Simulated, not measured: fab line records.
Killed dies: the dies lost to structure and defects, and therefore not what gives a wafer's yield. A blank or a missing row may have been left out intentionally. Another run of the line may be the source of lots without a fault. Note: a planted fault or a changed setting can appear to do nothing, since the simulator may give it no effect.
fab line records    flow ritCmos
record: lots: 13  wafers: 39  lastDay: 8
route steps=202 shown SPACER@127 M1@202
lots with no fault: from the same line, run without faults
startH: hours from the record's opening day to when the first of the lot's shown wafers began    waitH: hours from the lot's prior step to this one    " same as the row above    L1.1+2: one row covering several wafers at once    - no value, or no start was given    * or withheld: withheld    < > ~ a bound
route shown NAME@n: a module of which the file shows steps, and the number in the route of the first    usual: mean/standard deviation of fault-free wafers    same: alike in all rows    chamber/n: place in a boat    sites: readings site by site    _std_site: the values' standard deviation    _edge_site: the outer-site mean with the inner-site mean subtracted    radiusMm: how far each site lies from the wafer's centre    mask NAME#n: copy n    behind: the last tool/chamber to shape the wafer    hold: what put the lot on hold/how long, in hours/how the hold closed    device: names the non-switching transistor (n, p or np)    end of line: the tests these same wafers got at the end of their route    a step with no rows: only its recipe    killed: dies lost to structure and defects at the first sort, not the wafer's yield    map: per-die view of a wafer (x killed, . not killed, _ where there is no die)
set.NAME: the setting the step ran with; set.NAME@STEP: the setting that earlier step ran with    model.NAME: the simulator's own value behind a step, which no gauge read
a sample of lots followed through the steps of the route, with each step as a table and each wafer as a row
services: a tool's chamber out of use, with start hour (startH, from the record's first day; less than 0 if before it), hours out, and reason
== steps ==
step: RIT_SPACER_CLEAN_02
recipe: chemistry: SC2  mix: 3:3:50  timeS: 600  tempC: 75  dry: n2Spin
usual: bathGuardTempC: 74.9/0.48  bathHeatDutyPct: 15.6/2.7
lot.wafer  tool         chamber  startH  waitH  bathGuardTempC  bathHeatDutyPct
L396.2     wetBench-02  1        50.33   0.0    75.6            17.8
L396.3     "            1        "       "      75.3            18.0
L396.4     "            1        "       "      75.1            17.3
L398.2     wetBench-01  0        59.68   0.0    74.5            14.8
L398.3     "            0        "       "      74.6            15.2
L398.5     "            0        "       "      74.7            15.2
L399.1     wetBench-04  0        68.03   0.0    74.2            13.1
L399.2     "            0        "       "      74.7            14.0
L399.4     "            0        "       "      74.8            13.6
L402.2     wetBench-04  3        80.25   0.0    74.5            19.6
L402.4     "            3        "       "      74.3            22.0
L402.6     "            3        "       "      74.4            19.4
L404.1     wetBench-04  2        92.86   0.0    74.4            14.4
L404.5     "            2        "       "      74.7            14.3
L404.6     "            2        "       "      74.7            14.9
L405.1     wetBench-01  1        96.04   0.0    75.3            14.3
L405.4     "            1        "       "      75.4            15.1
L405.5     "            1        "       "      75.2            14.4
L406.1     wetBench-02  3        103.24  0.0    74.7            14.7
L406.3     "            3        "       "      74.9            15.6
L406.6     "            3        "       "      74.9            15.2
L408.2     wetBench-04  3        110.91  0.0    74.8            19.7
L408.4     "            3        "       "      74.4            20.0
L408.6     "            3        "       "      74.4            20.9
L411.1     wetBench-04  3        125.10  0.0    74.5            20.9
L411.5     "            3        "       "      74.4            20.9
L411.6     "            3        "       "      74.9            20.5
L415.3     wetBench-01  2        153.68  0.0    75.2            11.0
L415.4     "            2        "       "      74.9            11.8
L415.5     "            2        "       "      74.8            9.7
L416.2     wetBench-01  2        154.04  0.0    74.5            12.1
L416.3     "            2        "       "      74.6            11.0
L416.4     "            2        "       "      75.0            11.9
L417.1     wetBench-02  3        163.42  0.0    74.6            13.9
L417.5     "            3        "       "      75.1            13.9
L417.6     "            3        "       "      75.3            16.5
L418.1     wetBench-02  2        175.39  0.0    75.9            19.4
L418.4     "            2        "       "      76.2            18.5
L418.6     "            2        "       "      76.1            18.6
step: RIT_M1_PROBE_99
usual: killed_at_M0_to_M3: 0.0/0.12  killedAtFrontEnd: 6.7/2.9  killedDies: 6.8/2.9  killedOnRim: 1.8/1.4  killedOpen: 3.5/2  killedShort: 3.2/1.9
same: grossDies: 264  killed_at_M4_up: 0  killedAtBackSide: 0  killedAtContacts: 0  killedAtOther: 0
lot.wafer  tool       chamber  startH  waitH  killed_at_M0_to_M3  killedAtFrontEnd  killedDies  killedOnRim  killedOpen  killedShort
L396.2     prober-02  -        63.60   0.1    0                   10                10          2            2           8
L396.3     prober-02  -        63.65   0.2    0                   11                11          0            6           5
L396.4     prober-02  -        63.70   0.2    0                   8                 8           1            3           5
L398.2     prober-02  -        73.16   0.1    0                   11                11          1            5           6
L398.3     prober-02  -        73.21   0.2    0                   3                 3           0            2           1
L398.5     prober-02  -        73.31   0.2    0                   11                11          3            8           3
L399.1     prober-01  -        82.12   0.1    0                   10                10          4            6           4
L399.2     prober-01  -        82.17   0.1    0                   6                 6           1            4           2
L399.4     prober-01  -        82.27   0.2    0                   10                10          5            5           5
L402.2     prober-02  -        93.88   0.1    0                   11                11          4            8           3
L402.4     prober-02  -        93.98   0.2    0                   9                 9           3            4           5
L402.6     prober-02  -        94.08   0.2    0                   10                10          2            7           3
L404.1     prober-02  -        107.10  0.1    0                   10                10          3            2           8
L404.5     prober-02  -        107.30  0.2    0                   11                11          3            9           2
L404.6     prober-02  -        107.35  0.2    0                   11                11          5            5           6
L405.1     prober-01  -        109.12  0.1    0                   10                10          2            6           4
L405.4     prober-01  -        109.27  0.2    0                   11                11          2            4           7
L405.5     prober-01  -        109.32  0.2    0                   6                 6           4            2           4
L406.1     prober-02  -        116.36  0.1    0                   10                10          2            7           3
L406.3     prober-02  -        116.46  0.2    0                   12                12          1            6           6
L406.6     prober-02  -        116.61  0.2    0                   12                12          1            6           6
L408.2     prober-02  -        125.82  0.1    0                   10                10          3            3           7
L408.4     prober-02  -        125.92  0.2    0                   2                 2           0            0           2
L408.6     prober-02  -        126.02  0.2    0                   6                 6           1            3           3
L411.1     prober-01  -        139.15  0.1    0                   27                27          10           2           4
L411.5     prober-01  -        139.35  0.2    1                   26                27          9            4           3
L411.6     prober-01  -        139.40  0.2    0                   27                27          9            4           0
L415.3     prober-01  -        166.88  0.2    0                   8                 8           3            5           3
L415.4     prober-01  -        166.93  0.2    0                   4                 4           1            3           1
L415.5     prober-01  -        166.98  0.2    0                   5                 5           3            1           3
L416.2     prober-02  -        168.33  0.1    0                   10                10          4            4           5
L416.3     prober-02  -        168.38  0.2    0                   7                 7           4            2           5
L416.4     prober-02  -        168.43  0.2    0                   8                 8           2            5           3
L417.1     prober-01  -        176.59  0.1    0                   3                 3           1            1           2
L417.5     prober-01  -        176.79  0.2    0                   3                 3           1            3           0
L417.6     prober-01  -        176.84  0.2    0                   4                 4           3            3           1
L418.1     prober-02  -        188.69  0.1    0                   5                 5           1            3           2
L418.4     prober-02  -        188.84  0.2    0                   6                 6           2            5           1
L418.6     prober-02  -        188.94  0.2    0                   9                 9           2            4           5
killed by level:class
L396.2 GATE:geometricParticle:short=2 SPACER:geometricParticle:short=2 SILICIDE:geometricParticle:short=2 FOX1:geometricParticle:short=1 GATE:geometricParticle:open=1 REOX:geometricParticle:short=1 REOX:geometricParticle:open=1
L396.3 GATE:geometricParticle:open=3 GATE:geometricParticle:short=2 REOX:geometricParticle:short=2 FOX1:geometricParticle:open=1 REOX:geometricParticle:open=1 SPACER:geometricParticle:open=1 SPACER:geometricParticle:short=1
L396.4 REOX:geometricParticle:short=3 FOX2:geometricParticle:short=1 GATE:geometricParticle:short=1 REOX:geometricParticle:open=1 SPACER:geometricParticle:open=1 SILICIDE:geometricParticle:open=1
L398.2 FOX1:geometricParticle:short=2 GATE:geometricParticle:short=2 SILICIDE:geometricParticle:open=2 FOX2:geometricParticle:open=1 FOX2:geometricParticle:short=1 GATE:geometricParticle:open=1 REOX:geometricParticle:short=1 REOX:geometricParticle:open=1
L398.3 FOX2:geometricParticle:open=1 GATE:geometricParticle:short=1 GATE:geometricParticle:open=1
L398.5 FOX1:geometricParticle:open=5 REOX:geometricParticle:open=2 FOX1:geometricParticle:short=1 GATE:geometricParticle:open=1 GATE:geometricParticle:short=1 REOX:geometricParticle:short=1
L399.1 GATE:geometricParticle:open=3 FOX1:geometricParticle:short=2 SILICIDE:geometricParticle:open=2 GATE:geometricParticle:short=1 SPACER:geometricParticle:open=1 SILICIDE:geometricParticle:short=1
L399.2 GATE:geometricParticle:open=3 GATE:geometricParticle:short=2 SILICIDE:geometricParticle:open=1
L399.4 GATE:geometricParticle:open=5 GATE:geometricParticle:short=4 REOX:geometricParticle:short=1
L402.2 SILICIDE:geometricParticle:open=4 SPACER:geometricParticle:open=2 FOX2:geometricParticle:short=1 GATE:geometricParticle:short=1 GATE:geometricParticle:open=1 REOX:geometricParticle:open=1 SPACER:geometricParticle:short=1
L402.4 GATE:geometricParticle:short=3 FOX2:geometricParticle:open=1 FOX2:geometricParticle:short=1 REOX:geometricParticle:open=1 SPACER:geometricParticle:open=1 SPACER:geometricParticle:short=1 SILICIDE:geometricParticle:open=1
L402.6 GATE:geometricParticle:open=2 SPACER:geometricParticle:open=2 SILICIDE:geometricParticle:open=2 FOX2:geometricParticle:short=1 REOX:geometricParticle:open=1 REOX:geometricParticle:short=1 SPACER:geometricParticle:short=1
L404.1 SPACER:geometricParticle:short=3 FOX1:geometricParticle:short=2 SILICIDE:geometricParticle:short=2 FOX1:geometricParticle:open=1 FOX2:geometricParticle:short=1 REOX:geometricParticle:open=1
L404.5 FOX1:geometricParticle:open=5 FOX2:geometricParticle:open=2 FOX1:geometricParticle:short=1 GATE:geometricParticle:open=1 GATE:geometricParticle:short=1 SILICIDE:geometricParticle:open=1
L404.6 FOX1:geometricParticle:short=2 GATE:geometricParticle:short=2 SILICIDE:geometricParticle:short=2 FOX1:geometricParticle:open=1 FOX2:geometricParticle:open=1 GATE:geometricParticle:open=1 SPACER:geometricParticle:open=1 SILICIDE:geometricParticle:open=1
L405.1 GATE:geometricParticle:open=3 GATE:geometricParticle:short=2 REOX:geometricParticle:open=2 FOX1:geometricParticle:short=1 FOX1:geometricParticle:open=1 SPACER:geometricParticle:short=1
L405.4 GATE:geometricParticle:short=4 SILICIDE:geometricParticle:short=2 FOX2:geometricParticle:open=1 GATE:geometricParticle:open=1 REOX:geometricParticle:short=1 SPACER:geometricParticle:open=1 SILICIDE:geometricParticle:open=1
L405.5 GATE:geometricParticle:short=2 FOX1:geometricParticle:open=1 GATE:geometricParticle:open=1 SPACER:geometricParticle:short=1 SILICIDE:geometricParticle:short=1
L406.1 FOX1:geometricParticle:open=3 GATE:geometricParticle:short=2 GATE:geometricParticle:open=2 FOX1:geometricParticle:short=1 REOX:geometricParticle:open=1 SPACER:geometricParticle:open=1
L406.3 GATE:geometricParticle:short=3 FOX1:geometricParticle:open=2 GATE:geometricParticle:open=2 SILICIDE:geometricParticle:short=2 FOX2:geometricParticle:short=1 REOX:geometricParticle:open=1 SILICIDE:geometricParticle:open=1
L406.6 FOX2:geometricParticle:open=3 GATE:geometricParticle:short=2 REOX:geometricParticle:short=2 FOX1:geometricParticle:open=1 FOX2:geometricParticle:short=1 GATE:geometricParticle:open=1 REOX:geometricParticle:open=1 SILICIDE:geometricParticle:short=1
L408.2 GATE:geometricParticle:short=4 FOX2:geometricParticle:open=2 REOX:geometricParticle:short=2 FOX2:geometricParticle:short=1 REOX:geometricParticle:open=1
L408.4 GATE:geometricParticle:short=1 SPACER:geometricParticle:short=1
L408.6 GATE:geometricParticle:open=2 FOX1:geometricParticle:short=1 GATE:geometricParticle:short=1 REOX:geometricParticle:short=1 REOX:geometricParticle:open=1
L411.1 SPACER:unspecified=21 GATE:geometricParticle:open=2 GATE:geometricParticle:short=1 REOX:geometricParticle:short=1 SPACER:geometricParticle:short=1 SILICIDE:geometricParticle:short=1
L411.5 SPACER:unspecified=20 SILICIDE:geometricParticle:short=2 FOX1:geometricParticle:open=1 FOX2:geometricParticle:open=1 GATE:geometricParticle:open=1 SILICIDE:geometricParticle:open=1 M1:geometricParticle:short=1
L411.6 SPACER:unspecified=23 GATE:geometricParticle:open=2 FOX1:geometricParticle:open=1 SPACER:geometricParticle:open=1
L415.3 REOX:geometricParticle:open=2 SPACER:geometricParticle:open=2 SPACER:geometricParticle:short=2 GATE:geometricParticle:open=1 REOX:geometricParticle:short=1
L415.4 FOX1:geometricParticle:open=1 GATE:geometricParticle:open=1 GATE:geometricParticle:short=1 SILICIDE:geometricParticle:open=1
L415.5 FOX1:geometricParticle:short=2 GATE:geometricParticle:open=1 SILICIDE:geometricParticle:short=1 PLDD:coatMicrobubblePrinted=1
L416.2 SILICIDE:geometricParticle:short=3 SPACER:geometricParticle:open=2 FOX1:geometricParticle:open=1 GATE:geometricParticle:short=1 SPACER:geometricParticle:short=1 SILICIDE:geometricParticle:open=1 PLDD:coatMicrobubblePrinted=1
L416.3 SILICIDE:geometricParticle:short=3 REOX:geometricParticle:short=2 GATE:geometricParticle:open=1 SILICIDE:geometricParticle:open=1
L416.4 SPACER:geometricParticle:open=3 FOX1:geometricParticle:open=1 GATE:geometricParticle:short=1 FOX2:geometricParticle:short=1 REOX:geometricParticle:open=1 SILICIDE:geometricParticle:short=1
L417.1 GATE:geometricParticle:open=1 GATE:geometricParticle:short=1 SILICIDE:geometricParticle:short=1
L417.5 SILICIDE:geometricParticle:open=2 FOX2:geometricParticle:open=1
L417.6 FOX1:geometricParticle:open=1 GATE:geometricParticle:open=1 GATE:geometricParticle:short=1 REOX:geometricParticle:open=1
L418.1 FOX1:geometricParticle:open=2 FOX2:geometricParticle:open=1 FOX2:geometricParticle:short=1 GATE:geometricParticle:short=1
L418.4 GATE:geometricParticle:open=2 FOX2:geometricParticle:open=1 FOX2:geometricParticle:short=1 REOX:geometricParticle:open=1 SILICIDE:geometricParticle:open=1
L418.6 SPACER:geometricParticle:open=2 FOX1:geometricParticle:open=1 FOX1:geometricParticle:short=1 FOX2:geometricParticle:short=1 GATE:geometricParticle:short=1 GATE:geometricParticle:open=1 REOX:geometricParticle:short=1 SILICIDE:geometricParticle:short=1
== services ==
tool         chamber  startH  hours  kind
wetBench-04  -        104.65  1.1    repair
== key ==
firstSign: step: RIT_M1_PROBE_99  reading: killedDies  direction: up  sigmas: 7  usual: 6.8  struck: 27
effect: step: RIT_M1_PROBE_99  reading: killedAtFrontEnd  direction: up  sigmas: 7  usual: 6.7  struck: 26.7
metAt RIT_SPACER_CLEAN_02
struckLots L411
struckWafers L411.1,L411.5,L411.6
testerLeftOut L411
onsetBetween 110.91 125.10
fault: kind: chamberParticleSource  tool: wetBench-04  chamber: 3  onsetH: 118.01  steps: RIT_SPACER_CLEAN_02  ratePerVisitCm2: 0.68275  endH: 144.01
testerLeftOut: of these lots the tester's yield and bins aren't shown, on N5 and GAA mostly nor the transistor test; their killed dies are dies lost to structure and defects alone, not to doping, threshold or leakage, so they don't give the yield
